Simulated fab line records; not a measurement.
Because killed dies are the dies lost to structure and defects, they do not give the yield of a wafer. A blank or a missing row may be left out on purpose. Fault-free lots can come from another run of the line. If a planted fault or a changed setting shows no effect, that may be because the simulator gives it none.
Lot-split experiment	flow rit_cmos	5 lots, 22 wafers read, on a route of 202 steps

== THE SPLIT ITSELF ==
At RIT_NLDD_IMPLANT_08, the setting tilt_deg was moved away from the recipe's 7 degrees on 4 of the 22 wafers read, by -8.3% to +14.1%. This setting was run at the recipe's value on the other wafers.

== FROM THE SPLIT TO THE READING: what the file shows between them, 19 steps ==
- RIT_PLDD_HARDBAKE_07: time 60 s (also split here: temp_c)
- RIT_PSD_COAT_01: resist thk 1000 nm (also split here: resist_thk_nm)
- RIT_PSD_SOFTBAKE_02: time 60 s
- RIT_PSD_EXPOSE_03: exposes mask M10, target cd 40900 nm
- RIT_PSD_DEVELOP_05: develop time 50 s
- RIT_PSD_HARDBAKE_07: time 60 s
- RIT_CONTACT_CVD_00: deposits SiO2 from TEOS, target thk 400 nm, time 61 s (also split here: time_s)
- RIT_CONTACT_THK_MEAS_01
- RIT_CONTACT_HMDS_02: prime time 60 s
- RIT_CONTACT_COAT_03: resist thk 1000 nm
- RIT_CONTACT_HARDBAKE_10: time 60 s
- RIT_CONTACT_ETCH_11: etches SiO2 in CHF3/CF4/Ar, stops on TiSi2, target depth 480 nm, time 320 s
- RIT_M1_SPUTTER_00: material Al, target thk 400 nm, time 500 s (also split here: power_w)
- RIT_M1_RS_MEAS_01: measures by four-point-probe
- RIT_M1_THK_MEAS_02: measures by xrf
- RIT_M1_EXPOSE_06: exposes mask M12, target cd 2600 nm (also split here: dose_mj)
- RIT_M1_PEB_07
- RIT_M1_DEVELOP_08: develop time 68 s
- RIT_M1_CD_MEAS_09: target cd 2600 nm

== THE READING ==
etest.nmos_turned.drive_ua_um (the simulator's own value, which no gauge read), at RIT_M1_PROBE_99. The file gives no usual value for it. Average 323.5, standard deviation 16, over the 18 wafers here run with the recipe.

wafer	tool, chamber at the split	tilt_deg as run, degrees	against the recipe	etest.nmos_turned.drive_ua_um	against lot-mates on the recipe
L075.2	implanter-01, 0	7	recipe	312	-
L075.3	implanter-01, 0	7	recipe	305.4	-
L075.4	implanter-01, 0	7	recipe	313.1	-
L075.5	implanter-01, 0	7	recipe	303.8	-
L075.6	implanter-01, 0	7	recipe	315.2	-
L076.1	implanter-04, 0	7	recipe	324.7	-
L076.2	implanter-04, 0	7	recipe	318	-
L076.3	implanter-04, 0	6.42	-8.3%	359.2	+39.0
L076.4	implanter-04, 0	7	recipe	318	-
L076.5	implanter-04, 0	6.42	-8.3%	363.5	+43.3
L080.1	implanter-04, 0	7	recipe	341.9	-
L080.2	implanter-04, 0	7	recipe	338.5	-
L080.4	implanter-04, 0	7	recipe	328.2	-
L084.1	implanter-01, 0	7	recipe	339.4	-
L084.2	implanter-01, 0	7	recipe	355.2	-
L084.3	implanter-01, 0	7.985	+14.1%	287.6	-63.3
L084.4	implanter-01, 0	7.985	+14.1%	294.2	-56.7
L084.5	implanter-01, 0	7	recipe	358.1	-
L085.1	implanter-01, 0	7	recipe	305.2	-
L085.2	implanter-01, 0	7	recipe	306.5	-
L085.4	implanter-01, 0	7	recipe	317.5	-
L085.6	implanter-01, 0	7	recipe	322.5	-

FIT RESULTS
A straight line over all 22 wafers: etest.nmos_turned.drive_ua_um changes by -2.94 for each +1% of tilt_deg; r = -0.68; the points scatter about the line by 16.
The same after taking each lot's own level away (the mean of its wafers on the recipe; 22 wafers): -4.46 for each +1%; r = -0.97; scatter 6.
According to that fit, moving tilt_deg by its largest amount changes the reading by 63.
Measured against the standard deviation above, the lots' own levels, which go from 309.90 to 350.90, span 2.5 times it.
So the lot-to-lot level blurs the effect unless lot-mates are compared.
Check: -61.3 against its lot-mates is what the line predicts for one of the wafers moved furthest among these (+14.1%) when that wafer is left out of the fit. It came out at -63.3 against them.

== OTHER SPLITS ON THESE WAFERS ==
Other splits were also applied to these wafers ahead of the reading. Each is held against what the fit with the lots' levels taken away leaves over:
other split on the same wafers	wafers away from the commonest value	r with etest.nmos_turned.drive_ua_um (lot level and that fit taken away)
RIT_ACTIVE_COAT_06 spin_rpm	11	+0.22
RIT_ACTIVE_HARDBAKE_12 temp_c	9	+0.16
RIT_NRETRO_SOFTBAKE_02 temp_c	8	-0.09
RIT_PLDD_HARDBAKE_07 temp_c	7	-0.27
RIT_PSD_COAT_01 resist_thk_nm	11	-0.19
RIT_CONTACT_CVD_00 time_s	6	-0.06
RIT_M1_SPUTTER_00 power_w	11	+0.12
RIT_M1_EXPOSE_06 dose_mj	7	+0.43

== THE FILE'S OWN FIT ==
etest.nmos_turned.drive_ua_um changes by -4.44 for each +1% of tilt_deg, r = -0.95.
